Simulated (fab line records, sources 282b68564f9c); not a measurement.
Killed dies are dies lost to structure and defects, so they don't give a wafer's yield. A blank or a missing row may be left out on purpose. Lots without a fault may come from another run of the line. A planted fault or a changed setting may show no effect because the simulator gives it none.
Which tool did it? | flow rit_cmos | 14 lots, 42 wafers sampled, at 2 steps of a route of 202

WHAT THE GAUGES READ, wafer by wafer
RIT_ACTIVE_THK_MEAS_04.
lot  | measured    | on            | ACTIVE_NITRIDE_THK (nm)
L629 | day 1 13:33 | film_metro-01 | 148.3 149.4 150.3
L630 | day 1 18:33 | film_metro-02 | 147.7 147.9 148.4
L631 | day 2 00:14 | film_metro-03 | 150.2 149.2 149.4
L633 | day 2 09:32 | film_metro-02 | 149.2 148.8 149.9
L636 | day 3 00:33 | film_metro-01 | 150.7 151.0 150.9
L637 | day 3 05:32 | film_metro-02 | 148.9 148.8 148.3
L639 | day 3 16:16 | film_metro-02 | 148.0 148.9 148.3
L640 | day 3 20:32 | film_metro-03 | 147.5 148.3 148.8
L641 | day 4 02:15 | film_metro-03 | 199.1 198.9 197.8
L642 | day 4 06:32 | film_metro-01 | 151.0 150.4 151.3
L643 | day 4 11:32 | film_metro-03 | 152.0 151.9 151.6
L644 | day 4 17:30 | film_metro-03 | 199.6 199.5 198.3
L647 | day 5 07:32 | film_metro-02 | 149.0 149.1 148.4
L652 | day 6 09:07 | film_metro-03 | 152.1 150.6 150.7

WHICH TOOL RAN EACH LOT (tool, then ch and the chambers of the sampled wafers, then the start)
lot  | RIT_ACTIVE_CVD_03
L629 | lpcvd-01 ch 0, day 1 12:08
L630 | lpcvd-02 ch 0, day 1 17:07
L631 | lpcvd-02 ch 1, day 1 22:07
L633 | lpcvd-02 ch 0, day 2 08:07
L636 | lpcvd-02 ch 1, day 2 23:07
L637 | lpcvd-01 ch 0, day 3 04:07
L639 | lpcvd-02 ch 0, day 3 14:07
L640 | lpcvd-01 ch 0, day 3 19:07
L641 | lpcvd-02 ch 1, day 4 00:07
L642 | lpcvd-01 ch 1, day 4 05:07
L643 | lpcvd-01 ch 0, day 4 10:07
L644 | lpcvd-02 ch 1, day 4 16:05
L647 | lpcvd-01 ch 1, day 5 06:07
L652 | lpcvd-01 ch 1, day 6 07:41
- RIT_ACTIVE_CVD_03: deposits Si3N4 from SiH2Cl2/NH3, target thk 150 nm, time 1500 s.

WHAT THE TOOLS THEMSELVES READ (means of the sampled wafers that have a number; where no wafer has one, the mark that the record gives instead)
RIT_ACTIVE_CVD_03.
lot  | tool     | nh3_flow_sccm (sccm) | spike_tc_source_C (C)
L629 | lpcvd-01 | 149.8                | 831.7
L630 | lpcvd-02 | 150.4                | 832.9
L631 | lpcvd-02 | 149.9                | 834.5
L633 | lpcvd-02 | 150.3                | 833.1
L636 | lpcvd-02 | 150.2                | 834.2
L637 | lpcvd-01 | 150.6                | 831.8
L639 | lpcvd-02 | 149.6                | 834.4
L640 | lpcvd-01 | 150.4                | 832.0
L641 | lpcvd-02 | 150.3                | 833.7
L642 | lpcvd-01 | 149.9                | 827.3
L643 | lpcvd-01 | 150.1                | 832.7
L644 | lpcvd-02 | 150.7                | 834.7
L647 | lpcvd-01 | 149.8                | 828.5
L652 | lpcvd-01 | 150.1                | 828.4

THE ANSWER, worked out from the rows above alone
Rule: what is usual is taken from the lots themselves. Put in order of their means at a reading, lots are off if they are a third of the lots or fewer, leave a main group of 4 or more, and stand apart from it by a gap of 3 or more times the standard deviation of the main group's means; of several such gaps the widest counts. A main group whose means are all the same, to the digits that the tables above print for the reading, isn't used. A lot without any number at a reading at which 4 lots or more have one is off too. The other lots that the step has rows for count as sound. The gauges are gone through in route order, then the tools' own readings, and for those a lot's mean is taken as printed above. The first step at which some lot is off is used, and at that step the reading that is off furthest; a lot without a number counts as furthest.
Off: L641, L644, at RIT_ACTIVE_THK_MEAS_04 (ACTIVE_NITRIDE_THK). The main group: mean 149.6 nm, standard deviation 1.2.
A tool fits if, at a process step before that reading, it ran every lot that is off, and no sound lot after the first of them. The gauges at RIT_ACTIVE_THK_MEAS_04 are tried like those tools. One fits: lpcvd-02 at RIT_ACTIVE_CVD_03. Its last sound lot is L639 (day 3 14:07), its first lot that is off L641 (day 4 00:07): a fault that began between those two fits.

WHAT THE SIMULATOR HAD PUT IN
Process parameter drift: lpcvd-02, from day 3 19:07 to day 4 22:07, at RIT_ACTIVE_CVD_03. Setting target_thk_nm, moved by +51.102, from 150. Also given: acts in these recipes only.
Lots struck among those shown: L641, L644. The rule above found the same.
